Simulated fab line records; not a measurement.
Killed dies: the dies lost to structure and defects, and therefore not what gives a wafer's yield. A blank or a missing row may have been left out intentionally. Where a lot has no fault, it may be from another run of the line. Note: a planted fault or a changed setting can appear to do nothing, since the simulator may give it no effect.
fab line records	flow ritCmos
[record] lots = 6	wafers = 18	lastDay = 7
route steps=202 shown PRETRO@69 GATE@75 FOX2@80 M1@202
lots that met no fault: from a run of the same line without faults
startH: hours from the record's first day to the start of the lot's first wafer shown	waitH: hours elapsed since this lot's preceding step	" same as the row above	L1.1+2: several wafers, shown together as one row	- either no value or no given start	* or withheld: withheld	< > ~ a bound
route shown NAME@n: NAME is a module with steps in the file, n the number in the route of the first one	usual: mean and standard deviation over wafers with no fault	same: alike in all rows	chamber/n: place in a boat	sites: per-site readings	_std_site: their standard deviation	_edge_site: mean of outer sites minus mean of inner sites	radiusMm: for every site, how far away it sits from the centre of the wafer	mask NAME#n: copy n	behind: tool/chamber where the wafer was last shaped	hold: why the lot was held/for how many hours/how that ended	device: which transistor (n, p or np) failed to switch	end of line: the same wafers' tests at the end of the route	step lacking rows: just its recipe	killed: dies lost to structure and defects at the first sort, not the wafer's yield	map: a wafer's dies, x killed, . not, _ none there
set.NAME: the run value of the setting; set.NAME@STEP: its run value at that earlier step	model.NAME: the simulator's own value behind a step, which no gauge read
a table for each step, a row for each wafer; lots at some steps of the route
services: when a tool's chamber went out of use (startH, in hours from the record's first day, below 0 if earlier), for how many hours, and the reason
[[steps]]
[step RIT_PRETRO_DEVELOP_05]
[recipe] resist = NOVOLAK	developTimeS = 68	devTempC = 23
[step RIT_PRETRO_OVL_MEAS_06]
[usual] PRETRO_OVL = -0.1/1.4
lot.wafer	tool	chamber	startH	waitH	PRETRO_OVL[nm]
L212.1	overlay-01	-	70.45	-	2.8
L212.4	"	-	"	"	2.7
L212.6	"	-	"	"	1.0
L217.1	overlay-02	-	91.68	-	1.6
L217.2	"	-	"	"	0.2
L217.5	"	-	"	"	0.4
L218.1	overlay-02	-	96.09	-	-0.5
L218.3	"	-	"	"	-0.5
L218.4	"	-	"	"	-0.3
L220.1	overlay-02	-	104.13	-	-1.3
L220.2	"	-	"	"	-0.9
L220.5	"	-	"	"	-1.0
L221.2	overlay-01	-	109.26	-	-0.7
L221.4	"	-	"	"	-1.6
L221.5	"	-	"	"	-3.0
L227.2	overlay-01	-	144.23	-	-0.5
L227.3	"	-	"	"	0.7
L227.5	"	-	"	"	0.4
[step RIT_PRETRO_HARDBAKE_07]
[recipe] resist = NOVOLAK	tempC = 140	timeS = 120
[step RIT_PRETRO_IMPLANT_08]
[recipe] species = B	energyKev = 45	doseCm2 = 1.2e+13	tiltDeg = 7
[step RIT_PRETRO_STRIP_09]
[recipe] chemistry = O2	timeS = 180	resist = NOVOLAK	platenTempC = withheld	powerW = 500	pressureMtorr = 4000	o2FlowSccm = 4000
[usual] drypumpMotorCurrentA = 6.0/0.48
lot.wafer	tool	chamber	startH	waitH	drypumpMotorCurrentA	rfHoursCounterH
L212.1	plasmaAsher-04	1	70.90	0.1	6.7	28
L212.4	"	1	"	"	6.7	-
L212.6	"	1	"	"	6.7	-
L217.1	plasmaAsher-02	1	92.11	0.1	5.3	47
L217.2	"	0	"	"	5.8	47
L217.5	"	1	"	"	5.4	-
L218.1	plasmaAsher-02	0	96.52	0.1	5.8	47
L218.3	"	1	"	"	5.4	-
L218.4	"	0	"	"	5.8	-
L220.1	plasmaAsher-04	0	104.57	0.1	6.4	34
L220.2	"	1	"	"	6.7	34
L220.5	"	1	"	"	6.7	-
L221.2	plasmaAsher-04	0	109.69	0.1	6.3	34
L221.4	"	1	"	"	6.7	-
L221.5	"	1	"	"	6.7	-
L227.2	plasmaAsher-04	1	144.66	0.1	6.7	38
L227.3	"	0	"	"	6.4	-
L227.5	"	1	"	"	6.7	-
[step RIT_PRETRO_TW_MEAS_10]
[usual] PRETRO_TW = 477/4.8
lot.wafer	tool	chamber	startH	waitH	PRETRO_TW
L212.1	filmMetro-01	-	71.07	0.1	484
L212.4	"	-	"	"	489
L212.6	"	-	"	"	485
L217.1	filmMetro-02	-	92.29	0.1	475
L217.2	"	-	"	"	475
L217.5	"	-	"	"	476
L218.1	filmMetro-01	-	96.70	0.1	485
L218.3	"	-	"	"	486
L218.4	"	-	"	"	484
L220.1	filmMetro-02	-	104.74	0.1	475
L220.2	"	-	"	"	478
L220.5	"	-	"	"	477
L221.2	filmMetro-02	-	109.88	0.1	476
L221.4	"	-	"	"	477
L221.5	"	-	"	"	475
L227.2	filmMetro-01	-	144.84	0.1	483
L227.3	"	-	"	"	485
L227.5	"	-	"	"	486
[step RIT_GATE_WET_ETCH_00]
[recipe] chemistry = BOE	target = SiO2	targetDepthNm = 56	timeS = 60	dry = n2Spin	dilution = 10:1	tempC = 21.5
[step RIT_GATE_CLEAN_01]
[recipe] chemistry = SC1	mix = 3:3:50	timeS = 600	tempC = 75
[step RIT_GATE_CLEAN_02]
[recipe] chemistry = dHF	dilution = 50:1	timeS = 30
[step RIT_GATE_CLEAN_03]
[recipe] chemistry = SC2	mix = 3:3:50	timeS = 600	tempC = 75	dry = n2Spin
[step RIT_GATE_CLEAN_04]
[recipe] chemistry = dHF	dilution = 50:1	timeS = 60	dry = n2Spin
[step RIT_FOX2_THK_MEAS_91]
[recipe] reads = SiO2_of_FOX2_OXIDATION_00
[usual] FIELD_OXIDE_LEFT_2_THK = 256/8.4
lot.wafer	tool	chamber	startH	waitH	FIELD_OXIDE_LEFT_2_THK[nm]
L212.1	filmMetro-03	-	71.56	0.0	264
L212.4	"	-	"	"	266
L212.6	"	-	"	"	270
L217.1	filmMetro-01	-	92.76	0.0	252
L217.2	"	-	"	"	259
L217.5	"	-	"	"	255
L218.1	filmMetro-02	-	97.17	0.0	253
L218.3	"	-	"	"	251
L218.4	"	-	"	"	254
L220.1	filmMetro-01	-	105.22	0.0	250
L220.2	"	-	"	"	245
L220.5	"	-	"	"	247
L221.2	filmMetro-02	-	110.35	0.0	269
L221.4	"	-	"	"	271
L221.5	"	-	"	"	272
L227.2	filmMetro-02	-	145.34	0.0	260
L227.3	"	-	"	"	256
L227.5	"	-	"	"	257
[step RIT_GATE_OXIDATION_05]
[recipe] tempC = 900	ambient = O2	targetThkA = 30	oxTimeS = 270
lot.wafer	tool	chamber	startH	waitH	model.SiO2_of_GATE_OXIDATION_05.thkNm
L212.1	furnace-03	0	73.52	2.0	3.036
L212.4	"	0	"	"	3.027
L212.6	"	0	"	"	3.029
L217.1	furnace-04	0	93.49	0.7	3
L217.2	"	0	"	"	3.092
L217.5	"	0	"	"	3.042
L218.1	furnace-01	0	98.08	0.9	3
L218.3	"	0	"	"	3.01
L218.4	"	0	"	"	2.982
L220.1	furnace-03	0	108.39	3.2	4.913
L220.2	"	0	"	"	4.965
L220.5	"	0	"	"	4.977
L221.2	furnace-03	0	112.02	1.7	4.932
L221.4	"	0	"	"	4.925
L221.5	"	0	"	"	4.89
L227.2	furnace-01	0	147.35	2.0	3.123
L227.3	"	0	"	"	3.165
L227.5	"	0	"	"	3.11
[step RIT_GATE_ANNEAL_06]
[recipe] tempC = 900	timeS = 600	ambient = N2O
[step RIT_GATE_THK_MEAS_07]
[recipe] reads = SiO2_of_GATE_OXIDATION_05
[usual] GATE_OXIDE_THK = 3.04/0.063
lot.wafer	tool	chamber	startH	waitH	GATE_OXIDE_THK[nm]
L212.1	filmMetro-02	-	77.39	0.0	3.11
L212.4	"	-	"	"	3.00
L212.6	"	-	"	"	3.03
L217.1	filmMetro-01	-	94.83	0.0	2.94
L217.2	"	-	"	"	3.09
L217.5	"	-	"	"	3.08
L218.1	filmMetro-01	-	100.17	0.0	2.98
L218.3	"	-	"	"	3.00
L218.4	"	-	"	"	3.00
L220.1	filmMetro-02	-	110.84	0.0	4.93
L220.2	"	-	"	"	4.97
L220.5	"	-	"	"	4.97
L221.2	filmMetro-01	-	114.35	0.0	4.94
L221.4	"	-	"	"	4.93
L221.5	"	-	"	"	4.92
L227.2	filmMetro-02	-	149.63	0.0	3.12
L227.3	"	-	"	"	3.17
L227.5	"	-	"	"	3.12
[step RIT_GATE_CVD_08]
[recipe] material = poly-Si	targetThkNm = 250	tempC = 610	precursor = SiH4	timeS = 2220	pressureMtorr = 300	sih4FlowSccm = 100
[step RIT_M1_PROBE_99]
[usual] killedAtFrontEnd = 7.3/2.8	killedDies = 7.3/2.8	killedOpen = 3.8/1.9	killedShort = 3.5/1.8
[same] grossDies = 264	killed_at_M0_to_M3 = 0	killed_at_M4_up = 0	killedAtBackSide = 0	killedAtContacts = 0	killedAtOther = 0
lot.wafer	tool	chamber	startH	waitH	killedAtFrontEnd	killedDies	killedOpen	killedShort	model.etest.pmos_0p3.rOnOhmUm	model.etest.pmosTurned.rOnOhmUm	model.etest.nmos_0p3.rOnOhmUm	model.etest.pmos_0p15.rOnOhmUm	model.etest.nmos_0p15.rOnOhmUm	model.etest.nmos_0p15.driveUaUm	model.etest.nmosNarrow.driveUaUm	model.etest.nmos_0p3.driveUaUm
L212.1	prober-02	-	102.52	0.1	8	8	4	4	6298	3463	2165	2776	1115	475.7	216.8	221.1
L212.4	prober-02	-	102.67	0.2	6	6	3	3	6248	3361	2158	2699	1108	480.5	217.9	224.5
L212.6	prober-02	-	102.77	0.2	9	9	4	5	6369	3547	2188	2854	1144	461.1	216.8	222
L217.1	prober-02	-	118.82	0.1	9	9	4	5	6328	3536	2185	2844	1163	459.4	230.6	227.6
L217.2	prober-02	-	118.87	0.1	5	5	3	2	6553	3593	2238	2876	1179	458.6	219.7	219.8
L217.5	prober-02	-	119.02	0.2	8	8	2	6	6424	3548	2195	2834	1174	464.2	226.5	223.5
L218.1	prober-01	-	123.35	0.1	8	8	4	4	6251	3391	2132	2750	1119	472	230.4	229.6
L218.3	prober-01	-	123.45	0.2	5	5	3	2	6230	3301	2126	2731	1125	474.6	232	228.4
L218.4	prober-01	-	123.50	0.2	6	6	3	3	6132	3342	2107	2724	1112	475.8	231.5	233.6
L220.1	prober-01	-	135.51	0.1	12	12	4	5	1.003e+04	4683	3450	3772	1460	286.6	95.21	98.28
L220.2	prober-01	-	135.56	0.1	4	4	2	2	1.02e+04	4826	3427	3790	1479	283.5	95.63	96.39
L220.5	prober-01	-	135.71	0.2	2	2	0	2	1.012e+04	4717	3480	3760	1465	285	93.57	96.5
L221.2	prober-02	-	137.62	0.1	10	10	6	4	9908	4708	3296	3798	1403	296.6	95.61	102.9
L221.4	prober-02	-	137.72	0.2	3	3	1	2	1.003e+04	4794	3288	3898	1437	291.9	94.55	101.9
L221.5	prober-02	-	137.77	0.2	9	9	5	4	9992	4696	3310	3826	1418	297.8	97.12	102.9
L227.2	prober-02	-	172.40	0.1	5	5	5	0	6502	3593	2193	2856	1156	451.6	217.3	219.9
L227.3	prober-02	-	172.45	0.2	6	6	1	5	6551	3459	2232	2806	1158	462.8	214.9	215.4
L227.5	prober-02	-	172.55	0.2	5	5	3	2	6396	3493	2174	2786	1136	463.1	222.5	221.6
// killed by level:class
L212.1 FOX2:geometricParticle:short=2 GATE:geometricParticle:open=2 FOX1:geometricParticle:short=1 FOX1:geometricParticle:open=1 REOX:geometricParticle:open=1 SILICIDE:geometricParticle:short=1
L212.4 GATE:geometricParticle:short=2 SPACER:geometricParticle:open=2 GATE:geometricParticle:open=1 SILICIDE:geometricParticle:short=1
L212.6 GATE:geometricParticle:short=3 FOX1:geometricParticle:open=2 FOX1:geometricParticle:short=1 FOX2:geometricParticle:short=1 GATE:geometricParticle:open=1 SILICIDE:geometricParticle:open=1
L217.1 SILICIDE:geometricParticle:short=3 GATE:geometricParticle:short=2 FOX1:geometricParticle:open=1 GATE:geometricParticle:open=1 REOX:geometricParticle:open=1 SILICIDE:geometricParticle:open=1
L217.2 GATE:geometricParticle:open=2 GATE:geometricParticle:short=1 SPACER:geometricParticle:short=1 SILICIDE:geometricParticle:open=1
L217.5 GATE:geometricParticle:short=2 REOX:geometricParticle:short=2 GATE:geometricParticle:open=1 REOX:geometricParticle:open=1 SPACER:geometricParticle:short=1 SILICIDE:geometricParticle:short=1
L218.1 FOX1:geometricParticle:short=2 SPACER:geometricParticle:open=2 FOX1:geometricParticle:open=1 FOX2:geometricParticle:short=1 GATE:geometricParticle:open=1 SPACER:geometricParticle:short=1
L218.3 FOX2:geometricParticle:short=2 GATE:geometricParticle:open=2 SILICIDE:geometricParticle:open=1
L218.4 GATE:geometricParticle:short=3 GATE:geometricParticle:open=2 SILICIDE:geometricParticle:open=1
L220.1 NRETRO:coatMicrobubblePrinted=3 GATE:geometricParticle:short=2 REOX:geometricParticle:open=2 SPACER:geometricParticle:short=2 FOX1:geometricParticle:short=1 SPACER:geometricParticle:open=1 SILICIDE:geometricParticle:open=1
L220.2 GATE:geometricParticle:open=2 GATE:geometricParticle:short=1 SPACER:geometricParticle:short=1
L220.5 GATE:geometricParticle:short=2
L221.2 GATE:geometricParticle:open=3 FOX1:geometricParticle:open=2 GATE:geometricParticle:short=2 ACTIVE:geometricParticle:open=1 FOX1:geometricParticle:short=1 SPACER:geometricParticle:short=1
L221.4 GATE:geometricParticle:short=2 FOX1:geometricParticle:open=1
L221.5 GATE:geometricParticle:open=2 GATE:geometricParticle:short=2 FOX1:geometricParticle:open=1 FOX1:geometricParticle:short=1 REOX:geometricParticle:open=1 SPACER:geometricParticle:open=1 SILICIDE:geometricParticle:short=1
L227.2 SILICIDE:geometricParticle:open=4 GATE:geometricParticle:open=1
L227.3 GATE:geometricParticle:short=4 FOX2:geometricParticle:short=1 GATE:geometricParticle:open=1
L227.5 REOX:geometricParticle:open=2 FOX1:geometricParticle:short=1 FOX1:geometricParticle:open=1 GATE:geometricParticle:short=1
[[services]]
tool	chamber	startH	hours	kind
furnace-03	-	55.41	4.3	pm
furnace-04	-	106.65	2.6	pm
[[key]]
[firstSign] step = RIT_GATE_THK_MEAS_07	reading = GATE_OXIDE_THK	direction = up	sigmas = 30	usual = 3.04	struck = 4.94
effect none on later readings
[modelEffect] step = RIT_GATE_OXIDATION_05	value = SiO2_of_GATE_OXIDATION_05.thkNm	without = 3.074	struck = 4.934
[modelEffect] step = RIT_M1_PROBE_99	value = etest.pmos_0p3.rOnOhmUm	without = 6355	struck = 1.005e+04
metAt RIT_GATE_OXIDATION_05
struckWafers L220.1,L220.2,L220.5,L221.2,L221.4,L221.5
testerLeftOut L220,L221
onsetBetween 73.52 108.39
[fault] kind = processParameterDrift	tool = furnace-03	chamber = -	onsetH = 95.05	steps = RIT_GATE_OXIDATION_05	channel = oxTimeS	offset = *	shape = step	endH = 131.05	actsIn = *	stated = *
// testerLeftOut: of these lots the tester's yield and bins aren't shown, on N5 and GAA mostly nor the transistor test; their killed dies are dies lost to structure and defects alone, not to doping, threshold or leakage, so they don't give the yield
